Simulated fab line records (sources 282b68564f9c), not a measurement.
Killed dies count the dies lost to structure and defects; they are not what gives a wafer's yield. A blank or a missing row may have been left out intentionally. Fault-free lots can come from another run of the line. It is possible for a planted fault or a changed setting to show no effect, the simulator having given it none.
Comparing a struck lot with a sound one + flow rit_cmos + 15 steps out of a route of 202
Sound: the wafers L773.1, L773.3, L773.5. Wafers struck: L777.1, L777.3, L777.4. At the end, the cause is stated.
For every step that has rows: the tool of each side, followed by ch and its chambers, followed by its first start. Under that, the readings that differ: sound wafers + struck wafers + difference of the means + sigmas: that difference in standard deviations of wafers without a fault.
alike: a reading whose means differ by less than 2 such deviations, as well as words and numbers matching on both sides. not compared: withheld readings; readings where some wafer has no value; bounds like >300 that might hide an equal value; numbers whose values overlap and for which the record gives no deviation.
Wherever a step has rows on one side only, a row that says differs or no value, or a row with sigmas, the two part there. Numbers that don't overlap but have no deviation are shown without sigmas and don't part them. A reading that every wafer of one side lacks parts them only if that side has two wafers or more.

RIT_ACTIVE_BOW_MEAS_00:
  sound on film_metro-02 at day 4 03:00; struck on film_metro-03 at day 4 23:00
  alike: INCOMING_BOW
then, 1 step without rows for these wafers: RIT_ACTIVE_OXIDATION_01 (target thk 46.8 nm, ox time 3360 s).
RIT_ACTIVE_THK_MEAS_02:
  sound on film_metro-03 at day 4 08:02; struck on film_metro-04 at day 5 01:44
  alike: ACTIVE_OXIDE_THK
then, 1 step without rows for these wafers: RIT_ACTIVE_CVD_03 (deposits Si3N4 from SiH2Cl2/NH3, target thk 150 nm, time 1500 s).
RIT_ACTIVE_THK_MEAS_04:
  sound on film_metro-02 at day 4 09:31; struck on film_metro-04 at day 5 03:13
  alike: ACTIVE_NITRIDE_THK
then, 1 step without rows for these wafers: RIT_ACTIVE_HMDS_05 (prime time 60 s).
RIT_ACTIVE_COAT_06: resist thk 1000 nm.
  sound on litho_track-01 ch 0, day 4 09:44; struck on litho_track-01 ch 0, day 5 03:32
| reading                                     | sound                | struck               | difference | sigmas      |
|---------------------------------------------|----------------------|----------------------|------------|-------------|
| spin_speed_rpm (rpm)                        | 3252.5 3249.0 3251.6 | 4356.6 4355.8 4356.8 | +1105.4    | +99 or more |
| model.NOVOLAK_of_ACTIVE_COAT_06.thk_nm (nm) | 1005 1005 1002       | 862.2 861.6 859.3    | -143.0     |             |
  alike: dispense_pressure_kPa
then, 4 steps without rows for these wafers: RIT_ACTIVE_SOFTBAKE_07 (time 60 s); RIT_ACTIVE_EXPOSE_08 (exposes mask M1, target cd 1400 nm); RIT_ACTIVE_PEB_09; RIT_ACTIVE_DEVELOP_10 (develop time 50 s).
RIT_ACTIVE_CD_MEAS_11: the cd target is 1400 nm.
  sound on cd_sem-02 at day 4 10:33; struck on cd_sem-02 at day 5 04:38
| reading    | sound                | struck               | difference | sigmas |
|------------|----------------------|----------------------|------------|--------|
| cd_nm (nm) | 1400.7 1400.8 1398.8 | 1381.6 1382.8 1384.5 | -17.1      | -9     |
  not compared: hold
RIT_ACTIVE_ETCH_13: etches Si3N4 in SF6, stops on SiO2, time 210 s, target depth 210 nm.
  sound on rie_diel-02 ch 0,1,2, day 4 10:49; struck on rie_diel-02 ch 0,1,3, day 5 06:37
| reading                                     | sound             | struck          | difference | sigmas |
|---------------------------------------------|-------------------|-----------------|------------|--------|
| model.NOVOLAK_of_ACTIVE_COAT_06.thk_nm (nm) | 655.6 659.6 656.8 | 535.8 537 533.1 | -122.0     |        |
| model.ACTIVE.cd_nm (nm)                     | 1401 1401 1399    | 1381 1383 1385  | -17        |        |
  alike: drypump_motor_current_A, oes_product_au, throttle_valve_pct
  not compared: rf_hours_counter_h
RIT_ACTIVE_STRIP_14: strips in O2, time 180 s.
  sound on plasma_asher-03 ch 0,1, day 4 10:58; struck on plasma_asher-02 ch 0,1, day 5 06:56
  alike: drypump_motor_current_A
  not compared: rf_hours_counter_h
-- the record jumps here: 2 days lie between the struck wafers' starts before and after (it left off in module ACTIVE and takes up again in module M1, whose first step shown is number 202 of the route) --
RIT_M1_PROBE_99:
  sound on prober-01 at day 6 10:02; struck on prober-01 at day 7 08:09
  alike: killed_at_M0_to_M3, killed_at_front_end, killed_dies, killed_open, killed_short

## WHERE THEY PART
First at RIT_ACTIVE_COAT_06; last, within this record, at RIT_ACTIVE_CD_MEAS_11. Later steps at which nothing parts them and some readings are alike: RIT_ACTIVE_ETCH_13, RIT_ACTIVE_STRIP_14, RIT_M1_PROBE_99.

WHY: whatever the simulator had introduced
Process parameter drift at RIT_ACTIVE_COAT_06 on litho_track-01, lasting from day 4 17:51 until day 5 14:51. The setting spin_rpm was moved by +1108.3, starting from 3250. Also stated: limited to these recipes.
